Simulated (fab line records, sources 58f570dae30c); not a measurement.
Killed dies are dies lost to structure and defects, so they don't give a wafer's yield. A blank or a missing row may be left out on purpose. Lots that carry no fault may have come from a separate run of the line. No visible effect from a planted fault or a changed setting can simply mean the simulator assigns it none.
The tool behind it: which one? + flow berkeley-cmos170 + 15 lots (45 wafers sampled), 1 step of a 331-step route

WHAT THE GAUGES READ, wafer by wafer
Not one reading of a measure or inspect step in the record can be checked against a usual standard deviation.

WHAT TOOL EACH LOT RAN ON (gives the tool, then ch and the chambers of the sampled wafers, and finally the start)
| lot  | UCB170_PSD_PEB_04                |
|------|----------------------------------|
| L200 | litho-track-01 ch 0, day 6 08:57 |
| L202 | litho-track-02 ch 0, day 6 09:04 |
| L201 | litho-track-01 ch 0, day 6 09:14 |
| L204 | litho-track-02 ch 0, day 7 02:08 |
| L203 | litho-track-02 ch 0, day 7 02:26 |
| L205 | litho-track-02 ch 0, day 7 14:20 |
| L206 | litho-track-04 ch 0, day 7 14:23 |
| L210 | litho-track-02 ch 0, day 8 16:22 |
| L209 | litho-track-01 ch 0, day 8 16:46 |
| L211 | litho-track-02 ch 0, day 8 23:23 |
| L215 | litho-track-01 ch 0, day 9 07:33 |
| L213 | litho-track-02 ch 0, day 9 07:41 |
| L214 | litho-track-01, day 9 07:52      |
| L216 | litho-track-02, day 9 16:47      |
| L217 | litho-track-02, day 10 05:11     |
- UCB170_PSD_PEB_04

WHAT THE TOOLS THEMSELVES READ (means of the sampled wafers that have a number; where no wafer has one, the mark that the record gives instead)
UCB170_PSD_PEB_04. Usual: chill-plate-temp-C 22.99 C, standard deviation 0.11; exhaust-pa 45.3 Pa, standard deviation 0.9.
| lot  | tool           | chill-plate-temp-C (C) | exhaust-pa (Pa) | flag |
|------|----------------|------------------------|-----------------|------|
| L200 | litho-track-01 | 23.13                  | 45.1            |      |
| L202 | litho-track-02 | 22.89                  | 45.0            |      |
| L201 | litho-track-01 | 22.99                  | 45.2            |      |
| L204 | litho-track-02 | 22.94                  | 46.9            |      |
| L203 | litho-track-02 | 23.19                  | 45.8            |      |
| L205 | litho-track-02 | 23.06                  | 44.5            |      |
| L206 | litho-track-04 | 22.89                  | 46.3            |      |
| L210 | litho-track-02 | 22.96                  | 45.8            |      |
| L209 | litho-track-01 | 22.93                  | 46.0            |      |
| L211 | litho-track-02 | 23.09                  | 46.2            |      |
| L215 | litho-track-01 | 22.93                  | 44.0            |      |
| L213 | litho-track-02 | 23.00                  | 45.1            |      |
| L214 | litho-track-01 | -                      | -               | OFF  |
| L216 | litho-track-02 | -                      | -               | OFF  |
| L217 | litho-track-02 | -                      | -               | OFF  |

THE ANSWER, worked out from the rows above alone
Rule: a lot counts as off when the mean over its wafers that have a number is more than 3 standard deviations away from the usual mean. Also off: a lot with no number at a reading for which 4 or more lots have one. The other lots that the step has rows for count as sound. First the gauges in route order, then the tools' own readings, where a lot's mean is used as printed above. The first step at which some lot is off is used, and at that step the reading that is off furthest; a lot without a number counts as furthest.
Off at UCB170_PSD_PEB_04 (chill-plate-temp-C): L214, L216, L217. Without a number there: L214, L216, L217.
A tool fits if, at that step or a process step before it, it ran every lot that is off, and no sound lot after the first of them. Of those tried, none fits.

WHAT HAD BEEN PUT IN BY THE SIMULATOR
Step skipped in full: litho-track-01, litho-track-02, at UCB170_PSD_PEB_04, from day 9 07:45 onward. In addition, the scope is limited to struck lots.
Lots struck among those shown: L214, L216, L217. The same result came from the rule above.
